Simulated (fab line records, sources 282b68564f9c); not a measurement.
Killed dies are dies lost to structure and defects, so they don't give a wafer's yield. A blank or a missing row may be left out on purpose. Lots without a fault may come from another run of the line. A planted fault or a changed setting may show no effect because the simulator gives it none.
Split-lot experiment | flow rit_cmos | 5 lots, 23 wafers read, on a route of 202 steps

THE SPLIT
At RIT_M1_DEVELOP_08 (develop time 68 s), the setting develop_time_s was moved away from the recipe's 68 s on 7 of the 23 wafers read, by -14.5% to -6.2%. The other wafers ran this setting at the recipe's value.

FROM THE SPLIT TO THE READING: what the file shows between them, 4 steps
- RIT_M1_CD_MEAS_09: target cd 2600 nm
- RIT_M1_METAL_ETCH_12: etches Al in Cl2/BCl3, stops on SiO2, time 165 s, target depth 600 nm (also split here: rf_w)
- RIT_M1_STRIP_13: strips in nmp, time 600 s
- RIT_M1_STRIP_14: strips in O2, time 180 s

THE READING
cd_nm, in nm, at RIT_M1_CD_MEAS_90 (target cd 2600 nm). Fault-free wafers of this fab line usually give 2600.7 nm, standard deviation 2.8 nm.

wafer  | tool, chamber at the split | develop_time_s as run, s | against the recipe | cd_nm, nm | against lot-mates on the recipe
L075.1 | litho_track-04, 0          | 68                       | recipe             | 2604.2    | -
L075.3 | litho_track-04, 0          | 61.25                    | -9.9%              | 2615.1    | +12.0
L075.4 | litho_track-04, 0          | 68                       | recipe             | 2600.0    | -
L075.5 | litho_track-04, 0          | 61.25                    | -9.9%              | 2611.2    | +8.1
L075.6 | litho_track-04, 0          | 68                       | recipe             | 2605.2    | -
L076.1 | litho_track-02, 0          | 68                       | recipe             | 2599.9    | -
L076.2 | litho_track-02, 0          | 68                       | recipe             | 2602.6    | -
L076.3 | litho_track-02, 0          | 63.76                    | -6.2%              | 2605.8    | +4.6
L076.4 | litho_track-02, 0          | 63.76                    | -6.2%              | 2607.0    | +5.8
L076.5 | litho_track-02, 0          | 63.76                    | -6.2%              | 2605.7    | +4.4
L078.1 | litho_track-02, 0          | 68                       | recipe             | 2596.5    | -
L078.2 | litho_track-02, 0          | 68                       | recipe             | 2599.6    | -
L078.3 | litho_track-02, 0          | 58.11                    | -14.5%             | 2612.2    | +15.4
L078.4 | litho_track-02, 0          | 58.11                    | -14.5%             | 2619.2    | +22.4
L078.6 | litho_track-02, 0          | 68                       | recipe             | 2594.3    | -
L079.3 | litho_track-02, 0          | 68                       | recipe             | 2597.6    | -
L079.4 | litho_track-02, 0          | 68                       | recipe             | 2596.7    | -
L079.5 | litho_track-02, 0          | 68                       | recipe             | 2598.2    | -
L084.1 | litho_track-02, 0          | 68                       | recipe             | 2594.3    | -
L084.2 | litho_track-02, 0          | 68                       | recipe             | 2597.9    | -
L084.4 | litho_track-02, 0          | 68                       | recipe             | 2593.0    | -
L084.5 | litho_track-02, 0          | 68                       | recipe             | 2599.2    | -
L084.6 | litho_track-02, 0          | 68                       | recipe             | 2592.6    | -

THE FIT
A straight line over all 23 wafers: cd_nm changes by -1.29 nm for each +1% of develop_time_s; r = -0.88; the points scatter about the line by 3.5 nm.
The same after taking each lot's own level away (the mean of its wafers on the recipe; 23 wafers): -1.17 nm for each +1%; r = -0.92; scatter 2.5 nm.
On that fit, the largest move of develop_time_s shifts the reading by 17 nm.
The lots' own levels span 2595.40 to 2603.13 nm, that is 2.8 times the standard deviation above.
So the lot-to-lot level changes the slope: the two fits differ.
Check: with one of the wafers moved furthest among these (-14.5%) left out of the fit, the line predicts +17.2 nm for it against its lot-mates. It came out at +15.4 nm against them.

OTHER SPLITS ON THESE WAFERS
These wafers also went through other splits before the reading. Each is held against what the fit with the lots' levels taken away leaves over:
other split on the same wafers              | wafers away from the commonest value | r with cd_nm (lot level and that fit taken away)
RIT_SILICIDE_SPUTTER_01 chamber_pressure_pa | 18                                   | -0.19
RIT_CONTACT_CVD_00 time_s                   | 8                                    | -0.11
RIT_M1_SPUTTER_00 time_s                    | 10                                   | -0.05
RIT_M1_METAL_ETCH_12 rf_w                   | 8                                    | -0.47

THE WHOLE CHAIN: every reading that the file lists as answering this split, in the file's order
step                 | what it does                                                          | reading                                                   | change (the file's fit)              | r (the file's)
RIT_M1_CD_MEAS_09    | target cd 2600 nm                                                     | cd_nm                                                     | -1.15 nm for each +1% of the setting | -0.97
RIT_M1_METAL_ETCH_12 | etches Al in Cl2/BCl3, stops on SiO2, time 165 s, target depth 600 nm | M1.cd_nm (the simulator's own value, which no gauge read) | -1.16 nm for each +1% of the setting | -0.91
RIT_M1_CD_MEAS_90    | target cd 2600 nm                                                     | cd_nm                                                     | -1.16 nm for each +1% of the setting | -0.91

THE FILE'S OWN FIT
cd_nm changes by -1.16 nm for each +1% of develop_time_s, r = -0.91.
